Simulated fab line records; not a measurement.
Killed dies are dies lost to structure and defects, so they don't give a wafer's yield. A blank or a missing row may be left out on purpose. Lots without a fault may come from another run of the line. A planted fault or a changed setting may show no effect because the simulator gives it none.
fab line records -- flow berkeley_cmos170 -- part 2 of 2: steps 34 to 44 of 44
record lots=5, wafers=15, last_day=12
route steps=331 shown NVT@108 PVT@115 GATE@125 FIELD@126 PLDD@145
lots untouched by any fault: they come from a run of this same line in which no faults occurred
start_h: the number of hours between the record's first day and the start of the first shown wafer of the lot -- wait_h: hours elapsed since this lot's preceding step -- " same as the row above -- L1.1+2: several wafers, shown together as one row -- - no value, or no start given -- * or withheld: withheld -- < > ~ a bound
route shown NAME@n: NAME is a module with steps in the file, n the number in the route of the first one -- usual: mean and standard deviation over wafers with no fault -- same: alike in all rows -- chamber/n: place in a boat -- sites: the reading at each site -- _std_site: their standard deviation -- _edge_site: inner sites' mean taken away from outer sites' mean -- radius_mm: for every site, how far away it sits from the centre of the wafer -- mask NAME#n: copy n -- behind: tool/chamber where the wafer was last shaped -- hold: the reason the lot was held/the length of the hold in hours/how it ended -- device: whichever transistor did not switch (one of n, p or np) -- end of line: tests run on the same wafers once the route is complete -- a step without rows: its recipe alone -- killed: at the first sort, the dies lost to defects and structure; wafer yield is something else -- map: per-die view of a wafer (x killed, . not killed, _ where there is no die)
set.NAME: the setting as run; set.NAME@STEP: as run at that earlier step -- model.NAME: the simulator's own value behind a step, which no gauge read
certain route steps with their lots: each step a table, each wafer a row
services: a tool's chamber out of use, with start hour (start_h, from the record's first day; less than 0 if before it), hours out, and reason
## steps
# step UCB170_GATE_ETCH_15
# recipe chemistry=HBr/Cl2, target=poly-Si, stop_on=SiO2, over_etch_frac=0.3, icp_w=300, bias_w=150, time_s=56.3, pressure_mtorr=15, HBr_flow_sccm=150, Cl2_flow_sccm=50, target_depth_a=2782
# usual drypump_motor_current_A=6.0/0.39, oes_product_au=0.827/0.014, throttle_valve_pct=26.50/0.26
lot.wafer,tool,chamber,start_h,wait_h,drypump_motor_current_A,oes_product_au,rf_hours_counter_h,throttle_valve_pct
L074.2,rie_si-02,3,118.54,-,6.2,0.813,38,26.63
L074.4,rie_si-02,1,118.54,-,6.1,0.828,44,26.30
L074.5,rie_si-02,1,118.54,-,6.1,0.832,-,26.33
L077.2,rie_si-01,2,129.56,-,5.3,0.855,90,26.63
L077.4,rie_si-01,3,129.56,-,6.5,0.850,40,26.81
L077.6,rie_si-01,2,129.56,-,5.4,0.849,-,26.64
L082.1,rie_si-01,0,167.33,-,6.3,0.808,0,26.44
L082.2,rie_si-01,3,167.33,-,6.6,0.837,40,26.79
L082.5,rie_si-01,3,167.33,-,6.5,0.831,-,26.81
L083.2,rie_si-02,2,176.45,-,6.4,0.820,109,25.97
L083.5,rie_si-02,1,176.45,-,6.0,0.825,-,26.32
L083.6,rie_si-02,0,176.45,-,5.7,0.839,-,26.81
L095.1,rie_si-02,3,236.60,-,6.1,0.815,39,26.61
L095.2,rie_si-02,1,236.60,-,6.0,0.844,44,26.32
L095.4,rie_si-02,0,236.60,-,5.7,0.826,-,26.82
# step UCB170_GATE_STRIP_16
# recipe chemistry=O2, power_w=400, pressure_mtorr=3500, platen_temp_c=withheld, o2_flow_sccm=400, overash_fraction=0.5
# usual drypump_motor_current_A=5.79/0.27, oes_product_au=0.725/0.0044
# same overash_fraction=0.5
lot.wafer,tool,chamber,start_h,wait_h,drypump_motor_current_A,oes_product_au,rf_hours_counter_h
L074.2,plasma_asher-02,1,118.59,0.0,5.52,0.729,34
L074.4,plasma_asher-02,0,118.59,0.0,5.76,0.727,-
L074.5,plasma_asher-02,0,118.59,0.0,5.78,0.723,-
L077.2,plasma_asher-02,1,129.61,0.0,5.51,0.724,35
L077.4,plasma_asher-02,1,129.61,0.0,5.50,0.726,-
L077.6,plasma_asher-02,1,129.61,0.0,5.50,0.722,-
L082.1,plasma_asher-02,0,167.37,0.0,5.80,0.727,40
L082.2,plasma_asher-02,1,167.37,0.0,5.51,0.726,40
L082.5,plasma_asher-02,0,167.37,0.0,5.81,0.735,-
L083.2,plasma_asher-04,0,176.50,0.0,5.54,0.727,48
L083.5,plasma_asher-04,1,176.50,0.0,5.92,0.714,-
L083.6,plasma_asher-04,0,176.50,0.0,5.54,0.725,-
L095.1,plasma_asher-03,0,236.65,0.0,6.32,0.723,10
L095.2,plasma_asher-03,1,236.65,0.0,5.81,0.722,10
L095.4,plasma_asher-03,1,236.65,0.0,5.78,0.727,-
# step UCB170_GATE_CD_MEAS_90
# recipe target_cd_nm=350
# usual cd_nm=349.6/1.3
lot.wafer,tool,chamber,start_h,wait_h,cd_nm
L074.2,cd_sem-01,-,118.71,0.1,349.6
L074.4,cd_sem-01,-,118.71,0.1,350.1
L074.5,cd_sem-01,-,118.71,0.1,350.3
L077.2,cd_sem-01,-,129.78,0.1,349.8
L077.4,cd_sem-01,-,129.78,0.1,349.4
L077.6,cd_sem-01,-,129.78,0.1,347.7
L082.1,cd_sem-02,-,167.47,0.1,349.8
L082.2,cd_sem-02,-,167.47,0.1,349.9
L082.5,cd_sem-02,-,167.47,0.1,351.3
L083.2,cd_sem-01,-,176.62,0.1,351.2
L083.5,cd_sem-01,-,176.62,0.1,350.2
L083.6,cd_sem-01,-,176.62,0.1,349.4
L095.1,cd_sem-01,-,236.75,0.1,349.6
L095.2,cd_sem-01,-,236.75,0.1,346.7
L095.4,cd_sem-01,-,236.75,0.1,348.0
# step UCB170_GATE_CLEAN_17
# recipe chemistry=SPM, temp_c=120, time_s=600
# usual temp_c=119.97/0.12
lot.wafer,tool,chamber,start_h,wait_h,temp_c
L074.2,wet_bench-04,2,118.81,0.1,119.84
L074.4,wet_bench-04,2,118.81,0.1,119.84
L074.5,wet_bench-04,2,118.81,0.1,119.57
L077.2,wet_bench-02,2,129.88,0.1,120.16
L077.4,wet_bench-02,2,129.88,0.1,119.96
L077.6,wet_bench-02,2,129.88,0.1,119.84
L082.1,wet_bench-04,3,167.59,0.1,120.15
L082.2,wet_bench-04,3,167.59,0.1,120.04
L082.5,wet_bench-04,3,167.59,0.1,120.19
L083.2,wet_bench-02,1,176.73,0.1,120.10
L083.5,wet_bench-02,1,176.73,0.1,120.02
L083.6,wet_bench-02,1,176.73,0.1,120.02
L095.1,wet_bench-04,2,236.87,0.1,120.00
L095.2,wet_bench-04,2,236.87,0.1,120.00
L095.4,wet_bench-04,2,236.87,0.1,119.89
# step UCB170_PLDD_HMDS_00
# recipe prime_time_s=60, prime_temp_c=100
lot.wafer,tool,chamber,start_h,wait_h
L074.2+4+5,litho_track-02,0,119.54,0.5
L077.2+4+6,litho_track-02,0,130.68,0.6
L082.1+2+5,litho_track-01,0,167.82,0.1
L083.2+5+6,litho_track-01,0,177.16,0.2
L095.1+2+4,litho_track-02,0,237.08,0.0
# step UCB170_PLDD_COAT_01
# recipe resist=KrF, spin_rpm=1500, resist_thk_nm=900
lot.wafer,tool,chamber,start_h,wait_h
L074.2+4+5,litho_track-02,0,119.69,0.1
L077.2+4+6,litho_track-02,0,130.83,0.1
L082.1+2+5,litho_track-01,0,167.97,0.1
L083.2+5+6,litho_track-01,0,177.31,0.1
L095.1+2+4,litho_track-02,0,237.23,0.1
# step UCB170_PLDD_SOFTBAKE_02
# recipe resist=KrF, temp_c=130, time_s=60
lot.wafer,tool,chamber,start_h,wait_h
L074.2+4+5,litho_track-02,0,119.84,0.1
L077.2+4+6,litho_track-02,0,130.98,0.1
L082.1+2+5,litho_track-01,0,168.12,0.1
L083.2+5+6,litho_track-01,0,177.46,0.1
L095.1+2+4,litho_track-02,0,237.38,0.1
# step UCB170_PLDD_EXPOSE_03
# recipe mask_id=PSELECT, na=0.5, sigma_outer=0.6, source_shape=conventional, target_cd_nm=1200, dose_mj=30
lot.wafer,tool,chamber,start_h,wait_h,mask
L074.2+4+5,krf_scanner-01,0,119.98,0.1,PSELECT#0
L077.2+4+6,krf_scanner-01,0,131.13,0.1,PSELECT#0
L082.1+2+5,krf_scanner-01,0,168.39,0.2,PSELECT#0
L083.2+5+6,krf_scanner-01,0,177.63,0.1,PSELECT#0
L095.1+2+4,krf_scanner-01,0,237.65,0.2,PSELECT#0
# step UCB170_PLDD_PEB_04
# recipe peb_temp_c=130, peb_time_s=withheld, resist=KrF
lot.wafer,tool,chamber,start_h,wait_h
L074.2+4+5,litho_track-02,0,120.26,0.3
L077.2+4+6,litho_track-02,0,132.03,0.9
L082.1+2+5,litho_track-03,0,168.57,0.2
L083.2+5+6,litho_track-01,0,178.06,0.4
L095.1+2+4,litho_track-02,0,237.98,0.3
# step UCB170_PLDD_DEVELOP_05
# recipe developer=TMAH, develop_time_s=45, resist=KrF, dev_temp_c=21
lot.wafer,tool,chamber,start_h,wait_h
L074.2+4+5,litho_track-02,0,-,-
L077.2+4+6,litho_track-02,0,-,-
L082.1+2+5,litho_track-03,0,-,-
L083.2+5+6,litho_track-01,0,-,-
L095.1+2+4,litho_track-02,0,-,-
# step UCB170_PLDD_CD_MEAS_06
# recipe target_cd_nm=1200
# usual cd_nm=1200.2/1.5
lot.wafer,tool,chamber,start_h,wait_h,cd_nm
L074.2,cd_sem-02,-,120.66,-,1198.7
L074.4,cd_sem-02,-,120.66,-,1199.8
L074.5,cd_sem-02,-,120.66,-,1199.8
L077.2,cd_sem-02,-,132.30,-,1201.6
L077.4,cd_sem-02,-,132.30,-,1201.3
L077.6,cd_sem-02,-,132.30,-,1201.0
L082.1,cd_sem-02,-,168.84,-,1198.7
L082.2,cd_sem-02,-,168.84,-,1199.0
L082.5,cd_sem-02,-,168.84,-,1198.2
L083.2,cd_sem-02,-,178.33,-,1199.4
L083.5,cd_sem-02,-,178.33,-,1198.5
L083.6,cd_sem-02,-,178.33,-,1198.8
L095.1,cd_sem-02,-,238.25,-,1196.8
L095.2,cd_sem-02,-,238.25,-,1196.4
L095.4,cd_sem-02,-,238.25,-,1196.4
## services
tool,chamber,start_h,hours,kind
krf_scanner-02,-,80.87,0.4,repair
rie_si-02,-,83.19,0.9,repair
krf_scanner-01,-,86.09,11.6,pm
implanter-04,-,97.11,0.9,repair
krf_scanner-02,-,97.66,4.0,pm
plasma_asher-03,-,108.75,9.0,pm
rie_si-02,0,110.75,2.8,repair
plasma_asher-03,-,117.75,14.6,pm
krf_scanner-01,-,144.92,1.3,pm
rie_diel-03,0,148.56,7.9,repair
krf_scanner-01,-,151.91,0.8,pm
furnace-01,-,154.09,2.3,pm
rie_si-02,-,159.31,0.4,repair
plasma_asher-02,-,193.46,1.0,repair
lpcvd-02,-,193.59,2.8,pm
krf_scanner-02,-,196.03,1.0,pm
furnace-02,-,200.49,4.1,pm
krf_scanner-02,-,202.76,1.3,pm
krf_scanner-01,-,205.45,1.0,pm
rie_si-02,0,206.22,8.9,repair
plasma_asher-03,-,212.55,1.7,repair
furnace-01,-,214.06,3.8,pm
rie_si-01,3,215.19,1.3,repair
krf_scanner-02,-,230.93,0.8,pm
